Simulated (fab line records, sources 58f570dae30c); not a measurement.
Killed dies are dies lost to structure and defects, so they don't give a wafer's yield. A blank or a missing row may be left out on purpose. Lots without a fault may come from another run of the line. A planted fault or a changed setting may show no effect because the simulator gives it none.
Problem report in the 8D (eight disciplines) form, filled by code | flow berkeley_cmos170 | the parts of the form that need people (team, actions taken, sign-off) are left out

1. THE PROBLEM
M1_AL_RS at UCB170_M1_RS_MEAS_01 reads a mean of 0.0658 ohm/sq on 6 wafers of 2 lots; wafers without a fault read 0.0481 ohm/sq with a standard deviation of 0.00062. That is +29 standard deviations from the usual mean.
The step: measures by four-point-probe.
First seen on wafer L658.3, day 11 23:48, on film_metro-04. The record holds 42 wafers of 14 lots with a number at this step. Rule for "out", or "out of limits": more than 4 standard deviations from the usual mean. The other wafers with a number count as sound.

2. WHAT IT IS AND WHAT IT IS NOT
question                    | is                     | is not
which readings at this step | M1_AL_RS               | -
which lots                  | L658, L662             | L644, L645, L646, L647, L648, L650, L652, L653, L656, L663, L666, L667
which wafers of those lots  | all that have a number | -
read on which gauges        | film_metro-04          | film_metro-02, film_metro-03
when                        | from day 11 23:48      | up to then (27 sound wafers); but 9 sound wafers of L663, L666, L667 came after

3. SUSPECTS, AND WHAT RULES EACH OUT
Counting: a tool at a process step up to the reading stays a suspect if it ran every lot that is out and no sound lot after the first of them.
- the gauge at UCB170_M1_RS_MEAS_01: ruled out. All the wafers that are out were read on film_metro-04, but those of them that UCB170_M1_METAL_ETCH_12 has rows for are out there too, on other tools.
- pvd_sputter-02 at UCB170_M1_SPUTTER_00 (material Al, target thk 600 nm, time 80 s): kept. It ran every lot that is out, first L658 (day 11 23:41), and no sound lot after that; its last sound lot up to then is L656 (day 11 02:48).
Left after counting: pvd_sputter-02 at UCB170_M1_SPUTTER_00.

4. THE CAUSE (what the simulator had put in)
Process parameter drift: pvd_sputter-02, from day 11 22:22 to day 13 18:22, at UCB170_M1_SPUTTER_00. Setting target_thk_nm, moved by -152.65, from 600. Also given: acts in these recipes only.
Counting left only this tool.

5. THE CHAIN OF EFFECTS, in route order
Each row: a reading whose mean over the struck wafers that have a number lies more than 3 standard deviations from the usual. Only readings for which the record gives a usual standard deviation are gone through. hours: the time from each lot's start at the first step in this table that gives one to its start at this step, as a median over the lots. sigmas: the change in usual standard deviations.
hours | step                    | reading        | usual         | on struck wafers | change  | sigmas
0     | UCB170_M1_RS_MEAS_01    | M1_AL_RS       | 0.0481 ohm/sq | 0.0658           | +0.0177 | +29
4     | UCB170_M1_THK_MEAS_02   | M1_AL_THK      | 609 nm        | 450              | -159    | -20
9     | UCB170_M1_METAL_ETCH_12 | oes_product_au | 0.862 a.u.    | 0.732            | -0.130  | -11
The process steps in it:
- UCB170_M1_METAL_ETCH_12: etches Al in Cl2/BCl3, stops on PSG, target depth 780 nm, time 134.2 s.

6. WHAT WOULD HAVE CAUGHT IT SOONER
In this record the first reading out of limits at a measuring or inspecting step was taken at day 11 23:48, 1 hour after the fault began at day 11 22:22.
Of the tool readings at UCB170_M1_SPUTTER_00 for which the record gives a usual standard deviation, none was out on any struck wafer, so an alarm limit of 4 standard deviations on them would not have fired.
Of the lots that are out (2), L662 began UCB170_M1_SPUTTER_00 on pvd_sputter-02 after day 11 23:48. A hold on the tool at that time would have spared it.
